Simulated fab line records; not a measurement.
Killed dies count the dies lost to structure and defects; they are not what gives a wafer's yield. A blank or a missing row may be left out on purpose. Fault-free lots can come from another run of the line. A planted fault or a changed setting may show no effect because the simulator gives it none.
A struck lot beside a sound one :: flow rit-cmos :: 43 out of 202 route steps
Sound: these wafers, L408.2, L408.3, L408.4. Struck: wafer L414.4 (L414.1, L414.3, from the same lot, were not struck and are left out); the cause is given at the end.
Each step with rows lists, per side, the tool, then ch with its chambers, then its first start. Under that, the readings that differ: sound wafers :: struck wafers :: difference of the means :: sigmas: that difference in standard deviations of wafers without a fault.
alike: readings with means less than 2 such deviations apart, plus words and numbers identical on both sides. not compared: withheld readings, readings lacking a value on some wafer, bounds such as >300 that could conceal the same value, and numbers that have no deviation in the record and whose values overlap.
Wherever a step has rows on one side only, a row that says differs or no value, or a row with sigmas, the two part there. Numbers that don't overlap but have no deviation are shown without sigmas and don't part them. Lack of a reading on every wafer of one side parts them only where that side has two or more wafers.

RIT_SDANNEAL_RTA_03: time 5 s.
  sound on rtp-anneal-01 ch 0, day 4 16:02; struck on rtp-anneal-01 ch 0, day 5 19:35
  alike: wafer_temp_C_max
RIT_SDANNEAL_RS_MEAS_04: a four-point-probe measurement.
  sound on film-metro-02 at day 4 16:07; struck on film-metro-01 at day 5 19:38
  alike: PSD_RS
RIT_SDANNEAL_RS_MEAS_05: a four-point-probe measurement.
  sound on film-metro-02 at day 4 16:14; struck on film-metro-01 at day 5 19:45
  alike: NSD_RS
RIT_SDANNEAL_RS_MEAS_06: a four-point-probe measurement.
  sound on film-metro-02 at day 4 16:21; struck on film-metro-01 at day 5 19:52
  alike: PLDD_RS
RIT_SDANNEAL_RS_MEAS_07: a four-point-probe measurement.
  sound on film-metro-02 at day 4 16:28; struck on film-metro-01 at day 5 19:59
reading: NLDD_RS (ohm/sq)
sound: 150.5 150.0 150.5
struck: 151.7
difference: +1.4
sigmas: +2
then, 2 steps without rows for these wafers: RIT_SILICIDE_WET_ETCH_00 (etches SiO2 in BOE, target depth 14 nm, time 15 s); RIT_SILICIDE_SPUTTER_01 (material Ti, target thk 30 nm, time 240 s).
RIT_SILICIDE_RS_MEAS_02: a four-point-probe measurement.
  sound on film-metro-03 at day 4 16:46; struck on film-metro-02 at day 5 20:17
  alike: SILICIDE_TI_RS
RIT_SILICIDE_THK_MEAS_03: measures by xrf.
  sound on film-metro-03 at day 4 16:52; struck on film-metro-02 at day 5 20:24
  alike: SILICIDE_TI_THK
RIT_SILICIDE_RTA_04: time 10 s, ramp up 5 s, ramp down 5 s.
  sound on rtp-anneal-02 ch 0, day 4 16:56; struck on rtp-anneal-02 ch 0, day 5 20:28
  alike: wafer_temp_C_max
then, 1 step without rows for these wafers: RIT_SILICIDE_WET_ETCH_05 (etches Ti in SPM, time 120 s).
RIT_SILICIDE_RTA_06: time 10 s, ramp up 5 s, ramp down 10 s.
  sound on rtp-anneal-01 ch 0, day 4 17:03; struck on rtp-anneal-01 ch 0, day 5 20:34
  alike: wafer_temp_C_max
RIT_CONTACT_CVD_00: deposits SiO2 from TEOS, target thk 400 nm, time 61 s.
  sound on pecvd-02 ch 0,1, day 4 17:07; struck on pecvd-02 ch 2, day 5 20:38
  alike: heater-power-w
  not compared: since-wet-clean-h
RIT_CONTACT_THK_MEAS_01:
  sound on film-metro-04 at day 4 17:10; struck on film-metro-04 at day 5 20:41
  alike: CONTACT_TEOS_THK
then, 6 steps without rows for these wafers: RIT_CONTACT_HMDS_02 (prime time 60 s); RIT_CONTACT_COAT_03 (resist thk 987.5 nm); RIT_CONTACT_SOFTBAKE_04 (time 60 s); RIT_CONTACT_EXPOSE_05 (exposes mask M11, target cd 1000 nm); RIT_CONTACT_PEB_06; RIT_CONTACT_DEVELOP_07 (develop time 120 s).
RIT_CONTACT_CD_MEAS_08 targets a cd of 1000 nm.
  sound on cd-sem-01 at day 4 18:20; struck on cd-sem-02 at day 5 21:50
  alike: cd-nm
RIT_CONTACT_OVL_MEAS_09:
  sound on overlay-02 at day 4 18:26; struck on overlay-01 at day 5 21:57
  alike: CONTACT_OVL
then, 1 step without rows for these wafers: RIT_CONTACT_HARDBAKE_10 (time 60 s).
RIT_CONTACT_ETCH_11: etches SiO2 in CHF3/CF4/Ar, stops on TiSi2, target depth 480 nm, time 320 s.
  sound on rie-diel-02 ch 0,1,2, day 4 18:43; struck on rie-diel-03 ch 0, day 5 22:08
  alike: O2_flow_sccm, drypump-motor-current-A, oes-product-au, throttle-valve-pct
  not compared: rf-hours-counter-h
RIT_CONTACT_STRIP_12: strips in O2, time 180 s.
  sound on plasma-asher-04 ch 0,1, day 4 18:55; struck on plasma-asher-03 ch 0, day 5 22:20
  alike: drypump-motor-current-A, o2-flow-sccm
  not compared: rf-hours-counter-h
RIT_CONTACT_CD_MEAS_90 targets a cd of 1000 nm.
  sound on cd-sem-01 at day 4 19:07; struck on cd-sem-01 at day 5 22:31
  alike: cd-nm
then, 3 steps without rows for these wafers: RIT_CONTACT_CLEAN_13 (cleans in SC1, time 600 s); RIT_CONTACT_CLEAN_14 (cleans in SC2, time 600 s); RIT_M1_SPUTTER_00 (material Al, target thk 400 nm, time 500 s).
RIT_M1_RS_MEAS_01: a four-point-probe measurement.
  sound on film-metro-02 at day 4 19:56; struck on film-metro-04 at day 5 23:17
  alike: M1_AL_RS
RIT_M1_THK_MEAS_02: measures by xrf.
  sound on film-metro-02 at day 4 20:02; struck on film-metro-04 at day 5 23:25
  alike: M1_AL_THK
then, 6 steps without rows for these wafers: RIT_M1_HMDS_03 (prime time 60 s); RIT_M1_COAT_04 (resist thk 1286 nm); RIT_M1_SOFTBAKE_05 (time 60 s); RIT_M1_EXPOSE_06 (exposes mask M12, target cd 2600 nm); RIT_M1_PEB_07; RIT_M1_DEVELOP_08 (develop time 68 s).
RIT_M1_CD_MEAS_09 targets a cd of 2600 nm.
  sound on cd-sem-02 at day 4 20:59; struck on cd-sem-02 at day 6 00:21
  alike: cd-nm
RIT_M1_OVL_MEAS_10:
  sound on overlay-01 at day 4 21:05; struck on overlay-01 at day 6 00:28
  alike: M1_OVL
then, 3 steps without rows for these wafers: RIT_M1_HARDBAKE_11 (time 120 s); RIT_M1_METAL_ETCH_12 (etches Al in Cl2/BCl3, stops on SiO2, time 165 s, target depth 600 nm); RIT_M1_STRIP_13 (strips in nmp, time 600 s).
RIT_M1_PROBE_99:
  sound on prober-01 at day 4 23:41; struck on prober-01 at day 6 03:10
reading: hold
sound: - - -
struck: await-dispo/2.3h/release
difference: no value on the sound wafers
sigmas: 

reading: killed_at_M0_to_M3
sound: 0 0 1
struck: 0
difference: +0
sigmas: -3

reading: killed-at-contacts
sound: 0 0 0
struck: 28
difference: +28
sigmas: +99 or more

reading: killed-dies
sound: 8 11 9
struck: 32
difference: +23
sigmas: +7

reading: killed-on-rim
sound: 2 2 3
struck: 9
difference: +7
sigmas: +5
  alike: killed-at-front-end, killed-open, killed-short

## WHERE THEY PART
At RIT_SDANNEAL_RS_MEAS_07 first; at RIT_M1_PROBE_99 last (within this record only).

WHY: whatever the simulator had introduced
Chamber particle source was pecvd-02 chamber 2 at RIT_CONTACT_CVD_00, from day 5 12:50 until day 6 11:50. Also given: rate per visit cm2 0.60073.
